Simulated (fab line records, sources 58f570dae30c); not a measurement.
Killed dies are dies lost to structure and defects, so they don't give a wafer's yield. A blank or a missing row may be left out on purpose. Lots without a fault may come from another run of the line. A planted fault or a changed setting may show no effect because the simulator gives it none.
fab line records | flow berkeley_cmos170
record lots=14 wafers=42 last_day=12
route steps=331 shown PVT@120 M3@330
lots that met no fault: from a run of the same line without faults
start_h: hours from the record's first day to the start of the lot's first wafer shown | wait_h: hours since the lot's step before | " the same as in the row above | L1.1+2: a row that stands for several wafers | - no value, or no start given | * or withheld: withheld | < > ~ a bound
route shown NAME@n: a module of which the file shows steps, and the number in the route of the first | usual: mean/standard deviation of fault-free wafers | same: alike in all rows | chamber/n: place in a boat | sites: the reading at each site | _std_site: their standard deviation | _edge_site: outer sites' mean less inner sites' | radius_mm: how far each site lies from the wafer's centre | mask NAME#n: copy n | behind: the tool/chamber that last shaped the wafer | hold: why the lot was held/for how many hours/how that ended | device: the transistor (n, p or np) that didn't switch | end of line: the same wafers' tests at the end of the route | a step without rows: its recipe alone | killed: dies lost to structure and defects at the first sort, not the wafer's yield | map: a wafer's dies, x killed, . not, _ none there
set.NAME: the setting as run; set.NAME@STEP: as run at that earlier step | model.NAME: the simulator's own value behind a step, which no gauge read
steps of the route over a sample of lots; a table a step, a row a wafer
## steps
# step UCB170_PVT_DEVELOP_05
# recipe developer=TMAH develop_time_s=45 resist=KrF dev_temp_c=21
# usual chill_plate_temp_C=22.99/0.1 develop_time_s=45/0
# columns lot.wafer tool chamber start_h wait_h chill_plate_temp_C develop_time_s
L823.1 litho_track-04 0 108 - 22.72 45
L823.3 " 0 " " 22.79 45
L823.6 " 0 " " 23.05 45
L825.4 litho_track-02 0 108 - 23.09 45
L825.5 " 0 " " 23.21 45
L825.6 " 0 " " 23.08 45
L824.2 litho_track-01 0 108 - 23.15 45
L824.4 " 0 " " 23.21 45
L824.6 " 0 " " 23.09 45
L827.4 litho_track-04 0 117 - 23.15 45
L827.5 " 0 " " 23.14 45
L827.6 " 0 " " 23.03 45
L826.2 litho_track-01 0 118 - 22.97 45
L826.3 " 0 " " 23.04 45
L826.5 " 0 " " 23.13 45
L828.3 litho_track-04 0 132 - 22.87 45
L828.5 " 0 " " 22.97 45
L828.6 " 0 " " 23.08 45
L829.2 litho_track-04 0 139 - 22.99 45
L829.3 " 0 " " 22.96 45
L829.4 " 0 " " 23.01 45
L833.3 litho_track-02 0 156 - 23.07 45
L833.5 " 0 " " 22.97 45
L833.6 " 0 " " 22.96 45
L834.1 litho_track-04 - 156 - - -
L834.3 " - " " - -
L834.5 " - " " - -
L836.1 litho_track-04 - 178 - - -
L836.5 " - 179 - - -
L836.6 " - " " - -
L838.2 litho_track-01 0 189 - 22.85 45
L838.4 " 0 " " 22.97 45
L838.6 " 0 " " 22.99 45
L840.2 litho_track-01 0 211 - 23.03 45
L840.3 " 0 " " 22.96 45
L840.4 " 0 " " 23.04 45
L845.1 litho_track-01 0 232 - 22.97 45
L845.4 " 0 " " 22.95 45
L845.6 " 0 " " 22.95 45
L846.1 litho_track-02 0 232 - 23.20 45
L846.3 " 0 " " 22.92 45
L846.5 " 0 " " 23.04 45
# step UCB170_M3_BOW_MEAS_20
# recipe mode=bow
# usual M3_BOW=35/6.8
# columns lot.wafer tool chamber start_h wait_h M3_BOW[um]
L825.4 film_metro-04 - 162.13 0.1 33
L825.5 " - " " 36
L825.6 " - " " 39
L823.1 film_metro-02 - 162.74 0.1 21
L823.3 " - " " 30
L823.6 " - " " 36
L824.2 film_metro-04 - 163.20 0.1 45
L824.4 " - " " 36
L824.6 " - " " 37
L827.4 film_metro-04 - 169.40 0.1 50
L827.5 " - " " 32
L827.6 " - " " 29
L826.2 film_metro-01 - 169.93 0.1 34
L826.3 " - " " 43
L826.5 " - " " 35
L828.3 film_metro-04 - 185.11 0.1 48
L828.5 " - " " 38
L828.6 " - " " 38
L829.2 film_metro-02 - 188.95 0.1 27
L829.3 " - " " 32
L829.4 " - " " 35
L834.1 film_metro-04 - 213.22 0.1 52
L834.3 " - " " 36
L834.5 " - " " 23
L833.3 film_metro-01 - 215.68 0.1 27
L833.5 " - " " 38
L833.6 " - " " 45
L836.1 film_metro-02 - 228.15 0.1 41
L836.5 " - " " 40
L836.6 " - " " 40
L838.2 film_metro-02 - 244.29 0.1 33
L838.4 " - " " 40
L838.6 " - " " 40
L840.2 film_metro-04 - 263.27 0.3 40
L840.3 " - " " 35
L840.4 " - " " 34
L845.1 film_metro-04 - 290.07 0.1 40
L845.4 " - " " 37
L845.6 " - " " 37
L846.1 film_metro-02 - 291.17 0.1 38
L846.3 " - " " 28
L846.5 " - " " 35
## key
first_sign step=UCB170_PVT_DEVELOP_05 reading=tool_record direction=missing
effect none on later readings
met_at UCB170_PVT_DEVELOP_05
struck_lots L834,L836
sort_left_out L834.1,L834.3,L834.5,L836.1,L836.5,L836.6
tester_left_out L834,L836
not_acting_at UCB170_M3_BOW_MEAS_20
fault kind=skipped_step_whole tool=litho_track-04 chamber=- onset_h=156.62 steps=UCB170_PVT_DEVELOP_05 scope=struck_lots_only
# tester_left_out: of these lots the tester's yield and bins aren't shown, on N5 and GAA mostly nor the transistor test; their killed dies are dies lost to structure and defects alone, not to doping, threshold or leakage, so they don't give the yield
# sort_left_out: the simulated sort isn't trusted on such a fault, so these wafers' sort isn't shown, and their yield isn't known
